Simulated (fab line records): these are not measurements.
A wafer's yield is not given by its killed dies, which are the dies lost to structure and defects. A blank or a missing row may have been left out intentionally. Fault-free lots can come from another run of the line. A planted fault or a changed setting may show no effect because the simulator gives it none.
fab line records | flow berkeley-cmos170
record: lots: 15 | wafers: 45 | last-day: 12
route steps=331 shown PWELL@53 CONTACT@231 M2@287
lots that met no fault: taken from a fault-free run of the same line
start-h: start of the lot's first displayed wafer, in hours after the record's first day | wait-h: hours since the lot's step before | " identical to the entry in the row above | L1.1+2: several wafers, shown together as one row | - either no value or no given start | * or withheld: withheld | < > ~ a bound
route shown NAME@n: NAME is a module with steps in the file, n the number in the route of the first one | usual: mean/standard deviation taken from wafers without a fault | same: alike in all rows | chamber/n: place in a boat | sites: readings site by site | _std_site: standard deviation of those values | _edge_site: mean of outer sites minus mean of inner sites | radius-mm: how far each site lies from the wafer's centre | mask NAME#n: copy n | behind: the most recent tool/chamber to have shaped the wafer | hold: reason for holding the lot/hours on hold/outcome of the hold | device: the transistor (n, p or np) that didn't switch | end of line: tests of these same wafers at the route's end | a step given without rows: its recipe and nothing more | killed: dies that structure and defects cost at the first sort, which is not the same as the wafer's yield | map: a wafer's dies, marking killed ones x, the rest . and places with no die _
set.NAME: the run value of the setting; set.NAME@STEP: its run value at that earlier step | model.NAME: the simulator's own value behind a step, which no gauge read
route steps across a sampled set of lots; one table per step, one row per wafer
services: when a tool's chamber went out of use (start-h, in hours from the record's first day, below 0 if earlier), for how many hours, and the reason
== steps ==
step: UCB170_PWELL_WET_ETCH_19
recipe: chemistry: H3PO4 | target: Si3N4 | temp-c: 160 | time-s: 14400
usual: bath-guard-temp-C: 159.9/0.56 | bath-heat-duty-pct: 27/3.4
lot.wafer | tool         | chamber | start-h | wait-h | bath-guard-temp-C | bath-heat-duty-pct
L400.1    | wet-bench-03 | 0       | 51.78   | 0.0    | 161.1             | 29
L400.3    | "            | 0       | "       | "      | 160.9             | 28
L400.5    | "            | 0       | "       | "      | 161.3             | 29
L402.3    | wet-bench-03 | 3       | 62.27   | 0.0    | 160.4             | 21
L402.4    | "            | 3       | "       | "      | 160.2             | 22
L402.6    | "            | 3       | "       | "      | 160.2             | 24
L401.2    | wet-bench-04 | 0       | 63.18   | 0.4    | 159.9             | 31
L401.3    | "            | 0       | "       | "      | 159.5             | 29
L401.5    | "            | 0       | "       | "      | 159.9             | 30
L403.2    | wet-bench-04 | 3       | 68.15   | 0.0    | 159.4             | 24
L403.4    | "            | 3       | "       | "      | 159.1             | 25
L403.5    | "            | 3       | "       | "      | 159.2             | 23
L405.1    | wet-bench-01 | 3       | 81.39   | 0.3    | 159.3             | 21
L405.2    | "            | 3       | "       | "      | 159.5             | 21
L405.3    | "            | 3       | "       | "      | 159.7             | 22
L406.1    | wet-bench-04 | 1       | 84.99   | 0.0    | 160.0             | 31
L406.3    | "            | 1       | "       | "      | 160.7             | 33
L406.5    | "            | 1       | "       | "      | 160.5             | 30
L408.1    | wet-bench-01 | 2       | 97.12   | 0.0    | -                 | -
L408.2    | "            | 2       | "       | "      | -                 | -
L408.4    | "            | 2       | "       | "      | -                 | -
L409.2    | wet-bench-03 | 1       | 97.89   | 0.0    | -                 | -
L409.3    | "            | 1       | "       | "      | -                 | -
L409.5    | "            | 1       | "       | "      | -                 | -
L410.3    | wet-bench-01 | 2       | 106.70  | 0.0    | -                 | -
L410.4    | "            | 2       | "       | "      | -                 | -
L410.6    | "            | 2       | "       | "      | -                 | -
L417.2    | wet-bench-03 | 3       | 135.47  | 0.0    | 160.3             | 23
L417.5    | "            | 3       | "       | "      | 160.2             | 23
L417.6    | "            | 3       | "       | "      | 160.2             | 23
L418.3    | wet-bench-01 | 1       | 136.19  | 0.2    | 159.5             | 29
L418.5    | "            | 1       | "       | "      | 159.6             | 24
L418.6    | "            | 1       | "       | "      | 159.5             | 27
L420.2    | wet-bench-01 | 0       | 147.18  | 0.0    | 160.6             | 26
L420.4    | "            | 0       | "       | "      | 160.6             | 27
L420.5    | "            | 0       | "       | "      | 161.1             | 25
L421.2    | wet-bench-01 | 3       | 159.27  | 0.2    | 159.7             | 23
L421.3    | "            | 3       | "       | "      | 159.2             | 22
L421.6    | "            | 3       | "       | "      | 159.7             | 24
L422.1    | wet-bench-04 | 0       | 161.45  | 2.2    | 159.7             | 29
L422.4    | "            | 0       | "       | "      | 159.9             | 28
L422.5    | "            | 0       | "       | "      | 160.1             | 29
L423.2    | wet-bench-04 | 1       | 174.47  | 0.1    | 160.7             | 29
L423.3    | "            | 1       | "       | "      | 160.7             | 31
L423.4    | "            | 1       | "       | "      | 160.9             | 28
step: UCB170_CONTACT_CD_MEAS_15
recipe: target-cd-nm: 700
usual: cd-nm: 699.8/1.1
lot.wafer | tool      | chamber | start-h | wait-h | cd-nm
L403.2    | cd-sem-02 | -       | 151.56  | -      | 698.0
L403.4    | "         | -       | "       | "      | 698.7
L403.5    | "         | -       | "       | "      | 697.8
L400.1    | cd-sem-01 | -       | 151.86  | -      | 700.2
L400.3    | "         | -       | "       | "      | 698.8
L400.5    | "         | -       | "       | "      | 699.5
L402.3    | cd-sem-02 | -       | 153.25  | -      | 701.1
L402.4    | "         | -       | "       | "      | 701.0
L402.6    | "         | -       | "       | "      | 701.5
L401.2    | cd-sem-02 | -       | 153.41  | -      | 699.6
L401.3    | "         | -       | "       | "      | 700.6
L401.5    | "         | -       | "       | "      | 699.8
L406.1    | cd-sem-02 | -       | 182.30  | -      | 701.1
L406.3    | "         | -       | "       | "      | 701.4
L406.5    | "         | -       | "       | "      | 702.2
L405.1    | cd-sem-02 | -       | 182.63  | -      | 698.4
L405.2    | "         | -       | "       | "      | 699.1
L405.3    | "         | -       | "       | "      | 699.5
L418.3    | cd-sem-01 | -       | 231.15  | -      | 699.7
L418.5    | "         | -       | "       | "      | 700.2
L418.6    | "         | -       | "       | "      | 699.6
L417.2    | cd-sem-02 | -       | 231.89  | -      | 697.9
L417.5    | "         | -       | "       | "      | 700.1
L417.6    | "         | -       | "       | "      | 699.6
L420.2    | cd-sem-02 | -       | 245.61  | -      | 699.2
L420.4    | "         | -       | "       | "      | 699.3
L420.5    | "         | -       | "       | "      | 701.4
L422.1    | cd-sem-02 | -       | 255.35  | -      | 699.0
L422.4    | "         | -       | "       | "      | 698.5
L422.5    | "         | -       | "       | "      | 698.4
L421.2    | cd-sem-02 | -       | 256.11  | -      | 700.1
L421.3    | "         | -       | "       | "      | 700.0
L421.6    | "         | -       | "       | "      | 700.0
L423.2    | cd-sem-01 | -       | 269.19  | -      | 701.7
L423.3    | "         | -       | "       | "      | 699.7
L423.4    | "         | -       | "       | "      | 700.2
step: UCB170_M2_OVL_MEAS_16
usual: M2_OVL: 0/5.1
lot.wafer | tool       | chamber | start-h | wait-h | M2_OVL[nm]
L403.2    | overlay-01 | -       | 162.90  | 0.1    | -3
L403.4    | "          | -       | "       | "      | -12
L403.5    | "          | -       | "       | "      | -3
L400.1    | overlay-01 | -       | 163.05  | 0.1    | -1
L400.3    | "          | -       | "       | "      | -5
L400.5    | "          | -       | "       | "      | -5
L401.2    | overlay-01 | -       | 166.60  | 0.1    | 7
L401.3    | "          | -       | "       | "      | -2
L401.5    | "          | -       | "       | "      | 1
L402.3    | overlay-02 | -       | 166.85  | 0.1    | -11
L402.4    | "          | -       | "       | "      | -6
L402.6    | "          | -       | "       | "      | -6
L406.1    | overlay-02 | -       | 197.22  | 0.1    | -5
L406.3    | "          | -       | "       | "      | -5
L406.5    | "          | -       | "       | "      | -4
L405.1    | overlay-01 | -       | 197.58  | 0.1    | 2
L405.2    | "          | -       | "       | "      | 0
L405.3    | "          | -       | "       | "      | -3
L418.3    | overlay-01 | -       | 243.30  | 0.1    | 2
L418.5    | "          | -       | "       | "      | 2
L418.6    | "          | -       | "       | "      | 4
L417.2    | overlay-01 | -       | 245.16  | 0.1    | 1
L417.5    | "          | -       | "       | "      | 2
L417.6    | "          | -       | "       | "      | -2
L420.2    | overlay-01 | -       | 260.41  | 0.1    | 0
L420.4    | "          | -       | "       | "      | 1
L420.5    | "          | -       | "       | "      | -2
L422.1    | overlay-02 | -       | 267.26  | 0.1    | 4
L422.4    | "          | -       | "       | "      | 6
L422.5    | "          | -       | "       | "      | -7
L421.2    | overlay-01 | -       | 269.36  | 0.1    | 0
L421.3    | "          | -       | "       | "      | 5
L421.6    | "          | -       | "       | "      | -1
L423.2    | overlay-01 | -       | 285.29  | 0.1    | 6
L423.3    | "          | -       | "       | "      | 8
L423.4    | "          | -       | "       | "      | 0
step: UCB170_M2_STRIP_19
recipe: chemistry: O2 | power-w: 400 | pressure-mtorr: 3500 | platen-temp-c: withheld | o2-flow-sccm: 400 | overash-fraction: 0.5
usual: drypump-motor-current-A: 5.9/0.36 | oes-product-au: 0.547/0.016
lot.wafer | tool            | chamber | start-h | wait-h | drypump-motor-current-A | oes-product-au | rf-hours-counter-h
L403.2    | plasma-asher-03 | 1       | 163.16  | 0.1    | 6.3                     | 0.555          | 5
L403.4    | "               | 0       | "       | "      | 6.1                     | 0.557          | -
L403.5    | "               | 0       | "       | "      | 6.1                     | 0.555          | -
L400.1    | plasma-asher-04 | 1       | 163.32  | 0.1    | 5.2                     | 0.563          | 47
L400.3    | "               | 0       | "       | "      | 6.2                     | 0.578          | -
L400.5    | "               | 0       | "       | "      | 6.2                     | 0.520          | -
L401.2    | plasma-asher-04 | 1       | 166.86  | 0.1    | 5.2                     | 0.539          | 48
L401.3    | "               | 0       | "       | "      | 6.2                     | 0.571          | -
L401.5    | "               | 1       | "       | "      | 5.3                     | 0.570          | -
L402.3    | plasma-asher-03 | 0       | 167.14  | 0.1    | 6.1                     | 0.545          | -
L402.4    | "               | 1       | "       | "      | 6.2                     | 0.547          | -
L402.6    | "               | 1       | "       | "      | 6.2                     | 0.554          | -
L406.1    | plasma-asher-01 | 1       | 197.68  | 0.3    | 5.5                     | 0.544          | 48
L406.3    | "               | 0       | "       | "      | 6.0                     | 0.550          | -
L406.5    | "               | 0       | "       | "      | 6.0                     | 0.549          | -
L405.1    | plasma-asher-04 | 0       | 197.87  | 0.1    | 6.2                     | 0.517          | 52
L405.2    | "               | 1       | "       | "      | 5.2                     | 0.570          | 52
L405.3    | "               | 1       | "       | "      | 5.2                     | 0.514          | -
L418.3    | plasma-asher-03 | 0       | 243.58  | 0.1    | 6.1                     | 0.534          | -
L418.5    | "               | 1       | "       | "      | 6.3                     | 0.549          | -
L418.6    | "               | 0       | "       | "      | 6.1                     | 0.525          | -
L417.2    | plasma-asher-01 | 1       | 245.42  | 0.1    | 5.5                     | 0.546          | 54
L417.5    | "               | 1       | "       | "      | 5.5                     | 0.542          | -
L417.6    | "               | 0       | "       | "      | 6.0                     | 0.549          | -
L420.2    | plasma-asher-01 | 1       | 260.67  | 0.1    | 5.5                     | 0.564          | 55
L420.4    | "               | 1       | "       | "      | 5.5                     | 0.549          | -
L420.5    | "               | 1       | "       | "      | 5.5                     | 0.556          | -
L422.1    | plasma-asher-04 | 0       | 267.76  | 0.3    | 6.2                     | 0.560          | 60
L422.4    | "               | 1       | "       | "      | 5.2                     | 0.555          | -
L422.5    | "               | 1       | "       | "      | 5.2                     | 0.550          | -
L421.2    | plasma-asher-01 | 0       | 269.62  | 0.1    | 6.0                     | 0.554          | 56
L421.3    | "               | 1       | "       | "      | 5.5                     | 0.557          | -
L421.6    | "               | 0       | "       | "      | 6.0                     | 0.505          | -
L423.2    | plasma-asher-01 | 1       | 285.55  | 0.1    | 5.5                     | 0.544          | 58
L423.3    | "               | 0       | "       | "      | 6.0                     | 0.530          | -
L423.4    | "               | 1       | "       | "      | 5.5                     | 0.542          | -
== services ==
tool            | chamber | start-h | hours | kind
wet-bench-04    | -       | 45.21   | 1.9   | pm
wet-bench-03    | -       | 80.35   | 1.9   | pm
plasma-asher-03 | -       | 108.75  | 9.0   | pm
plasma-asher-03 | 0       | 108.75  | 9.0   | vent-cycle
plasma-asher-03 | 1       | 108.75  | 9.0   | vent-cycle
plasma-asher-03 | 0       | 117.75  | -     | clean
plasma-asher-03 | 1       | 117.75  | -     | clean
plasma-asher-01 | -       | 161.52  | 28.1  | pm
plasma-asher-03 | -       | 219.57  | 4.3   | repair
plasma-asher-04 | -       | 247.33  | 1.2   | repair
== key ==
first-sign: step: UCB170_PWELL_WET_ETCH_19 | reading: tool-record | direction: missing
effect none on later readings
met-at UCB170_PWELL_WET_ETCH_19
struck-lots L408,L409,L410
later-rows-left-out L408.1,L408.2,L408.4,L409.2,L409.3,L409.5,L410.3,L410.4,L410.6
sort-left-out L408.1,L408.2,L408.4,L409.2,L409.3,L409.5,L410.3,L410.4,L410.6
tester-left-out L408,L409,L410
not-acting-at UCB170_CONTACT_CD_MEAS_15,UCB170_M2_OVL_MEAS_16,UCB170_M2_STRIP_19
onset-between 81.39 97.12
fault: kind: skipped-step-whole | tool: wet-bench-01,wet-bench-03 | chamber: - | onset-h: 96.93 | steps: UCB170_PWELL_WET_ETCH_19 | scope: struck-lots-only
tester-left-out: of these lots the tester's yield and bins aren't shown, on N5 and GAA mostly nor the transistor test; their killed dies are dies lost to structure and defects alone, not to doping, threshold or leakage, so they don't give the yield
sort-left-out: the simulated sort isn't trusted on such a fault, so these wafers' sort isn't shown, and their yield isn't known
later-rows-left-out: the simulator's readings of these wafers behind a module that went badly wrong aren't trusted and aren't shown, but for the sort
